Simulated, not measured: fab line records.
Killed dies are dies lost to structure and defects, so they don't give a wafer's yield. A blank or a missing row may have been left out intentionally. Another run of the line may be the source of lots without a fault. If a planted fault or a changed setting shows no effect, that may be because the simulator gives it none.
Struck lot and sound lot, side by side | flow berkeleyCmos170 | 14 out of 331 route steps
Sound: wafers L193.1, L193.2, L193.4. Struck: wafers L195.1, L195.2, L195.6. The cause is given at the end.
For every step that has rows: the tool of each side, followed by ch and its chambers, followed by its first start. Under that, the readings that differ: sound wafers | struck wafers | difference of the means | sigmas: that difference in standard deviations of wafers without a fault.
alike: same words and numbers on both sides, and readings whose means sit less than 2 such deviations apart. not compared: any withheld reading, any reading some wafer has no value for, any bound like >300 that may hide the same value, and any number with overlapping values for which the record gives no deviation.
A row with sigmas, a row that says differs or no value, or rows on one side alone: a step with any of these is where the two part. Numbers that have no deviation but don't overlap get no sigmas and don't part them. A reading that every wafer of one side lacks parts them only if that side has two wafers or more.

first, 2 steps without rows for these wafers: UCB170_PWELL_ANNEAL_04 (time 900 s); UCB170_PWELL_CVD_05 (deposits Si3N4 from SiH2Cl2/NH3, target thk 220 nm, time 3300 s).
UCB170_PWELL_THK_MEAS_06:
  sound: filmMetro-01 at day 3 23:13; struck: filmMetro-03 at day 4 21:26
  alike: PWELL_NITRIDE_THK
then, 6 steps without rows for these wafers: UCB170_PWELL_HMDS_07 (prime time 60 s); UCB170_PWELL_COAT_08 (resist thk 900 nm); UCB170_PWELL_SOFTBAKE_09 (time 60 s); UCB170_PWELL_EXPOSE_10 (exposes mask PWELL, target cd 3000 nm); UCB170_PWELL_PEB_11; UCB170_PWELL_DEVELOP_12 (develop time 45 s).
UCB170_PWELL_OVL_MEAS_13:
  sound: overlay-01 at day 4 00:43; struck: overlay-02 at day 4 23:11
  alike: PWELL_OVL
UCB170_PWELL_ETCH_14: etches Si3N4 in CH3F/Ar/O2, stops on SiO2, target depth 242 nm, time 151 s.
  sound on rieDiel-01 ch 1,2, day 4 00:45; struck on rieDiel-02 ch 1,2, day 4 23:13
  alike: drypumpMotorCurrentA, oesProductAu, throttleValvePct
  not compared: rfHoursCounterH
then, 1 step without rows for these wafers: UCB170_PWELL_IMPLANT_15.
UCB170_PWELL_STRIP_16: strips in O2.
  sound on plasmaAsher-04 ch 0,1, day 4 01:00; struck on plasmaAsher-04 ch 0,1, day 4 23:28
  no value came back on the struck wafers for any of 5 readings (chamberPressureMTorr (mTorr), drypumpMotorCurrentA (A) and others); on the sound wafers chamberPressureMTorr (mTorr) reads 3497 3491 3502
reading                               | sound | struck            | difference | sigmas
model.KrF_of_PWELL_COAT_08.thkNm (nm) | 0 0 0 | 726.3 730.3 725.8 | +727.5     | 
  not compared: rfHoursCounterH
UCB170_PWELL_TW_MEAS_17:
  sound: filmMetro-03 at day 4 01:06; struck: filmMetro-03 at day 4 23:34
  alike: PWELL_TW

WHERE THEY PART
At UCB170_PWELL_STRIP_16 and nowhere else, as far as this record goes. Later steps at which nothing parts them and some readings are alike: UCB170_PWELL_TW_MEAS_17.

WHY: whatever the simulator had introduced
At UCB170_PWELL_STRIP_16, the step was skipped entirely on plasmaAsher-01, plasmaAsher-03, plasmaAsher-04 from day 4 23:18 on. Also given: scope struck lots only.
